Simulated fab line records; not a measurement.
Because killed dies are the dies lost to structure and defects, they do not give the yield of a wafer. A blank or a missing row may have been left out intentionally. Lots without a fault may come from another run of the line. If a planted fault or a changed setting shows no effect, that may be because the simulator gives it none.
fab line records	flow rit-cmos
record lots=16	wafers=47	last-day=7
route steps=202 shown GATE@95 REOX@102 CONTACT@173 M1@201
lots that met no fault: taken from a fault-free run of the same line
start-h: start of the lot's first displayed wafer, in hours after the record's first day	wait-h: time in hours since the lot's previous step	" the same as in the row above	L1.1+2: one row covering several wafers at once	- value missing, or start not given	* or withheld: withheld	< > ~ a bound
route shown NAME@n: names a module that has steps shown in the file, with the first one's number in the route	usual: mean/standard deviation of fault-free wafers	same: alike in all rows	chamber/n: place in a boat	sites: per-site readings	_std_site: standard deviation across them	_edge_site: inner sites' mean taken away from outer sites' mean	radius-mm: how far each site lies from the wafer's centre	mask NAME#n: copy n	behind: the most recent tool/chamber to have shaped the wafer	hold: reason for holding the lot/hours on hold/outcome of the hold	device: the n, p or np transistor that did not switch	end of line: the route-end tests of the same wafers	a step without rows: its recipe alone	killed: not the wafer's yield, but the dies lost to structure and defects at the first sort	map: the dies of a wafer, with x for killed, . for not killed, _ for no die there
set.NAME: the setting as run; set.NAME@STEP: as run at that earlier step	model.NAME: the simulator's own value behind a step, which no gauge read
route steps across a sampled set of lots; one table per step, one row per wafer
services: the hour from which a tool's chamber was out of use, counted from the record's first day as start-h (under 0 if before that day), plus the number of hours and why
## steps
# step RIT_GATE_ETCH_19
# recipe chemistry=SF6/CHF3/O2	time-s=165	SF6_flow_sccm=30	CHF3_flow_sccm=30	O2_flow_sccm=5	target=poly-Si	pressure-mtorr=40	rf-w=160	target-depth-a=3125	over-etch-frac=0.25	stop-on=SiO2
# usual chamber-pressure-mTorr=40.00/0.036	drypump-motor-current-A=5.4/0.4	oes-product-au=0.848/0.014	rf-fwd-power-W=159.5/0.5	throttle-valve-pct=10.16/0.16
lot.wafer	tool	chamber	start-h	wait-h	chamber-pressure-mTorr	drypump-motor-current-A	oes-product-au	rf-fwd-power-W	rf-hours-counter-h	throttle-valve-pct
L751.4	rie-si-02	2	46.45	0.1	39.98	5.2	0.850	159.7	82	10.24
L751.5	"	0	"	"	39.97	5.2	0.837	160.1	-	10.08
L751.6	"	3	"	"	39.97	5.8	0.883	159.8	-	10.41
L752.2	rie-si-01	3	47.60	0.1	40.02	5.3	0.858	160.1	139	10.30
L752.5	"	3	"	"	40.05	5.3	0.861	160.2	-	10.30
L752.6	"	0	"	"	40.03	4.9	0.844	159.5	-	10.04
L753.1	rie-si-02	1	58.03	0.1	40.01	6.2	0.843	159.7	0	9.88
L753.5	"	1	"	"	40.01	6.2	0.832	159.7	-	9.87
L753.6	"	2	"	"	39.95	5.2	0.844	159.1	-	10.22
L755.2	rie-si-01	3	60.20	0.1	39.96	5.3	0.853	159.3	139	10.31
L755.4	"	2	"	"	40.01	5.3	0.852	159.0	159	10.13
L755.5	"	0	"	"	39.97	4.9	0.850	159.8	-	10.03
L754.2	rie-si-02	0	62.13	0.1	40.04	5.2	0.830	159.7	149	10.09
L754.4	"	2	"	"	40.03	5.2	0.838	159.0	83	10.24
L754.6	"	1	"	"	39.99	6.2	0.836	160.1	-	9.92
L756.1	rie-si-01	1	69.44	0.1	40.03	5.6	0.849	160.3	1	10.23
L756.4	"	3	"	"	40.00	5.3	0.853	159.3	-	10.31
L756.6	"	0	"	"	39.97	4.9	0.854	158.6	-	10.03
L757.1	rie-si-02	2	74.33	0.1	40.01	5.2	0.834	159.0	83	10.23
L757.3	"	0	"	"	39.97	5.2	0.820	160.1	149	10.11
L757.5	"	1	"	"	40.05	6.2	0.842	160.0	-	9.89
L758.4	rie-si-01	3	78.11	0.1	40.06	5.3	0.863	159.6	-	10.30
L758.5	"	0	"	"	40.03	4.9	0.857	159.2	-	10.01
L758.6	"	1	"	"	40.01	5.6	0.843	159.4	-	10.20
L759.1	rie-si-02	2	82.63	0.1	40.03	5.2	0.837	159.8	83	10.24
L759.4	"	0	"	"	40.04	5.2	0.831	159.5	149	10.07
L759.6	"	3	"	"	40.02	5.8	0.874	159.4	-	10.40
L760.3	rie-si-01	0	91.08	0.1	39.97	4.9	0.850	160.1	136	10.02
L760.5	"	1	"	"	40.01	5.6	0.844	159.7	-	10.21
L760.6	"	0	"	"	40.00	4.9	0.865	159.7	-	10.02
L761.1	rie-si-02	3	94.30	0.1	39.93	5.8	0.864	158.7	143	10.41
L761.2	"	2	"	"	39.99	5.2	0.835	159.0	83	10.22
L761.4	"	0	"	"	39.99	5.2	0.834	159.9	149	10.09
L762.2	rie-si-01	0	101.44	0.1	40.04	4.9	0.844	159.6	136	10.00
L762.5	"	1	"	"	40.06	5.6	0.838	159.6	-	10.23
L763.1	rie-si-02	2	106.39	0.1	40.05	5.2	0.828	158.2	83	10.22
L763.4	"	0	"	"	39.99	5.2	0.833	158.9	149	10.09
L763.6	"	1	"	"	40.01	6.2	0.825	158.8	-	9.90
L765.1	rie-si-02	1	117.76	0.1	40.02	6.2	0.824	158.9	1	9.89
L765.5	"	1	"	"	39.97	6.2	0.823	159.4	-	9.89
L765.6	"	2	"	"	40.01	5.2	0.834	159.8	-	10.23
L767.1	rie-si-02	1	122.90	0.1	40.05	6.2	0.832	159.4	1	9.91
L767.2	"	3	"	"	39.98	5.8	0.883	159.0	143	10.40
L767.6	"	2	"	"	39.99	5.2	0.834	159.3	-	10.24
L773.1	rie-si-02	0	154.83	0.1	39.94	5.2	0.847	159.3	0	10.08
L773.2	"	2	"	"	40.00	5.2	0.835	159.0	83	10.23
L773.5	"	2	"	"	40.02	5.2	0.834	159.5	-	10.21
# step RIT_REOX_THK_MEAS_04
# recipe reads=SiO2_of_REOX_OXIDATION_03
# usual REOX_OXIDE_THK=25.1/0.46
lot.wafer	tool	chamber	start-h	wait-h	REOX_OXIDE_THK[nm]
L751.4	film-metro-01	-	50.95	0.0	26.1
L751.5	"	-	"	"	26.1
L751.6	"	-	"	"	25.9
L752.2	film-metro-03	-	54.37	0.0	25.0
L752.5	"	-	"	"	24.8
L752.6	"	-	"	"	24.9
L753.1	film-metro-03	-	61.56	0.0	24.7
L753.5	"	-	"	"	24.3
L753.6	"	-	"	"	25.0
L754.2	film-metro-03	-	66.05	0.0	24.7
L754.4	"	-	"	"	24.8
L754.6	"	-	"	"	24.8
L755.2	film-metro-01	-	66.05	0.0	25.2
L755.4	"	-	"	"	25.0
L755.5	"	-	"	"	25.2
L756.1	film-metro-02	-	74.34	0.0	25.7
L756.4	"	-	"	"	25.1
L756.6	"	-	"	"	25.5
L757.1	film-metro-03	-	78.20	0.0	25.4
L757.3	"	-	"	"	25.9
L757.5	"	-	"	"	25.5
L758.4	film-metro-03	-	81.50	0.0	25.6
L758.5	"	-	"	"	25.3
L758.6	"	-	"	"	25.5
L759.1	film-metro-01	-	88.10	0.0	25.6
L759.4	"	-	"	"	25.4
L759.6	"	-	"	"	25.4
L760.3	film-metro-03	-	95.29	0.0	24.7
L760.5	"	-	"	"	25.0
L760.6	"	-	"	"	24.9
L761.1	film-metro-01	-	98.23	0.0	25.7
L761.2	"	-	"	"	25.5
L761.4	"	-	"	"	25.7
L762.2	film-metro-03	-	106.16	0.0	24.4
L762.5	"	-	"	"	24.7
L763.1	film-metro-01	-	112.05	0.0	24.8
L763.4	"	-	"	"	25.0
L763.6	"	-	"	"	25.2
L765.1	film-metro-03	-	121.08	0.0	25.3
L765.5	"	-	"	"	25.5
L765.6	"	-	"	"	25.3
L767.1	film-metro-03	-	126.29	0.0	25.1
L767.2	"	-	"	"	25.1
L767.6	"	-	"	"	24.6
L773.1	film-metro-02	-	158.67	0.0	24.3
L773.2	"	-	"	"	24.5
L773.5	"	-	"	"	24.3
# step RIT_CONTACT_EXPOSE_05
# recipe mask-id=M11	na=0.6	source-shape=conventional	sigma-outer=0.5	target-cd-nm=1000	dose-mj=250
# same sigma-outer=0.5
lot.wafer	tool	chamber	start-h	wait-h	mask
L751.4+5+6	iline-stepper-01	0	62.42	0.1	M11#0
L752.2+5+6	iline-stepper-02	0	65.76	0.2	M11#0
L753.1+5+6	iline-stepper-01	0	72.60	0.2	M11#0
L755.2+4+5	iline-stepper-02	0	76.82	0.2	M11#0
L754.2+4+6	iline-stepper-01	0	77.11	0.2	M11#0
L756.1+4+6	iline-stepper-02	0	85.65	0.2	M11#0
L757.1+3+5	iline-stepper-02	0	89.51	0.1	M11#0
L758.4+5+6	iline-stepper-02	0	93.11	0.1	M11#0
L759.1+4+6	iline-stepper-02	0	99.07	0.1	M11#0
L760.3+5+6	iline-stepper-02	0	107.01	0.1	M11#0
L761.1+2+4	iline-stepper-02	0	108.52	0.1	M11#0
L762.2+5	iline-stepper-02	0	116.48	0.1	M11#0
L763.1+4+6	iline-stepper-02	0	122.55	0.1	M11#0
L765.1+5+6	iline-stepper-02	0	133.05	0.2	M11#0
L767.1+2+6	iline-stepper-01	0	137.63	0.2	M11#0
L773.1+2+5	iline-stepper-01	0	169.53	0.2	M11#0
# step RIT_CONTACT_OVL_MEAS_09
# usual CONTACT_OVL=0.2/1.2
lot.wafer	tool	chamber	start-h	wait-h	CONTACT_OVL[nm]
L751.4	overlay-01	-	63.01	0.1	2.2
L751.5	"	-	"	"	1.8
L751.6	"	-	"	"	0.5
L752.2	overlay-01	-	66.38	0.1	-1.7
L752.5	"	-	"	"	-0.5
L752.6	"	-	"	"	-1.9
L753.1	overlay-01	-	73.23	0.1	0.6
L753.5	"	-	"	"	-0.5
L753.6	"	-	"	"	0.9
L755.2	overlay-02	-	77.45	0.1	0.0
L755.4	"	-	"	"	-0.1
L755.5	"	-	"	"	-0.7
L754.2	overlay-01	-	77.73	0.1	0.7
L754.4	"	-	"	"	-0.4
L754.6	"	-	"	"	-0.6
L756.1	overlay-01	-	86.28	0.1	0.7
L756.4	"	-	"	"	-1.9
L756.6	"	-	"	"	-2.7
L757.1	overlay-01	-	90.14	0.1	-0.1
L757.3	"	-	"	"	0.8
L757.5	"	-	"	"	1.0
L758.4	overlay-02	-	93.71	0.1	0.9
L758.5	"	-	"	"	0.4
L758.6	"	-	"	"	0.8
L759.1	overlay-01	-	99.71	0.1	0.6
L759.4	"	-	"	"	0.3
L759.6	"	-	"	"	1.4
L760.3	overlay-01	-	107.62	0.1	-1.2
L760.5	"	-	"	"	-0.6
L760.6	"	-	"	"	-0.4
L761.1	overlay-01	-	109.16	0.1	170.4
L761.2	"	-	"	"	171.8
L761.4	"	-	"	"	169.4
L762.2	overlay-02	-	117.11	0.1	172.3
L762.5	"	-	"	"	174.0
L763.1	overlay-02	-	123.35	0.1	173.5
L763.4	"	-	"	"	172.5
L763.6	"	-	"	"	171.7
L765.1	overlay-02	-	133.69	0.1	171.4
L765.5	"	-	"	"	171.3
L765.6	"	-	"	"	172.5
L767.1	overlay-01	-	138.26	0.1	0.2
L767.2	"	-	"	"	0.5
L767.6	"	-	"	"	1.1
L773.1	overlay-02	-	170.17	0.1	-0.1
L773.2	"	-	"	"	2.1
L773.5	"	-	"	"	0.0
# step RIT_M1_BOW_MEAS_16
# recipe mode=bow
# usual M1_BOW=17/6.8
lot.wafer	tool	chamber	start-h	wait-h	M1_BOW[um]
L751.4	film-metro-03	-	68.33	0.1	7
L751.5	"	-	"	"	10
L751.6	"	-	"	"	9
L752.2	film-metro-04	-	71.61	0.0	17
L752.5	"	-	"	"	9
L752.6	"	-	"	"	-3
L753.1	film-metro-02	-	78.29	0.0	16
L753.5	"	-	"	"	3
L753.6	"	-	"	"	23
L755.2	film-metro-02	-	82.96	0.0	7
L755.4	"	-	"	"	26
L755.5	"	-	"	"	11
L754.2	film-metro-02	-	84.46	0.0	10
L754.4	"	-	"	"	18
L754.6	"	-	"	"	14
L756.1	film-metro-03	-	91.45	0.0	9
L756.4	"	-	"	"	22
L756.6	"	-	"	"	20
L757.1	film-metro-04	-	95.19	0.0	13
L757.3	"	-	"	"	19
L757.5	"	-	"	"	12
L758.4	film-metro-04	-	98.84	0.1	15
L758.5	"	-	"	"	21
L758.6	"	-	"	"	2
L759.1	film-metro-02	-	104.63	0.0	12
L759.4	"	-	"	"	5
L759.6	"	-	"	"	18
L760.3	film-metro-03	-	112.74	0.0	21
L760.5	"	-	"	"	22
L760.6	"	-	"	"	24
L761.1	film-metro-03	-	114.23	0.0	15
L761.2	"	-	"	"	15
L761.4	"	-	"	"	18
L762.2	film-metro-04	-	122.05	0.0	18
L762.5	"	-	"	"	27
L763.1	film-metro-02	-	128.27	0.0	16
L763.4	"	-	"	"	16
L763.6	"	-	"	"	15
L765.1	film-metro-02	-	139.51	0.0	5
L765.5	"	-	"	"	17
L767.1	film-metro-03	-	143.48	0.0	24
L767.2	"	-	"	"	9
L767.6	"	-	"	"	26
L773.1	film-metro-02	-	175.26	0.0	20
L773.2	"	-	"	"	17
L773.5	"	-	"	"	14
## services
tool	chamber	start-h	hours	kind
iline-stepper-01	-	27.38	1.7	pm
rie-si-02	-	30.78	14.6	pm
iline-stepper-01	-	43.35	1.9	repair
rie-si-01	2	68.61	-	clean
rie-si-01	2	68.61	24.0	scheduled-down
rie-si-01	2	68.61	24.0	vent-cycle
iline-stepper-01	-	88.92	28.9	pm
rie-si-02	0	113.40	-	clean
rie-si-02	0	113.40	35.6	scheduled-down
rie-si-02	0	113.40	35.6	vent-cycle
rie-si-01	0	120.01	9.0	repair
rie-si-01	1	142.39	18.2	repair
rie-si-02	3	149.02	-	clean
rie-si-01	3	160.58	-	clean
## key
first-sign step=RIT_CONTACT_OVL_MEAS_09	reading=CONTACT_OVL	direction=up	sigmas=99+	usual=0.2	struck=171.9
effect none on later readings
met-at RIT_CONTACT_EXPOSE_05
struck-lots L761,L762,L763,L765
rows-end L765.6
sort-left-out L762.2,L762.5
tester-left-out L761,L762,L763,L765
not-acting-at RIT_GATE_ETCH_19,RIT_REOX_THK_MEAS_04,RIT_M1_BOW_MEAS_16
onset-between 107.01 108.52
fault kind=scanner-matching-overlay	tool=iline-stepper-02	chamber=-	onset-h=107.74	steps=RIT_CONTACT_EXPOSE_05	offset=171.45
# tester-left-out: of these lots the tester's yield and bins aren't shown, on N5 and GAA mostly nor the transistor test; their killed dies are dies lost to structure and defects alone, not to doping, threshold or leakage, so they don't give the yield
# sort-left-out: the simulated sort isn't trusted on such a fault, so these wafers' sort isn't shown, and their yield isn't known
# rows-end: these wafers met a further fault down the route, and their rows from its step on are left out
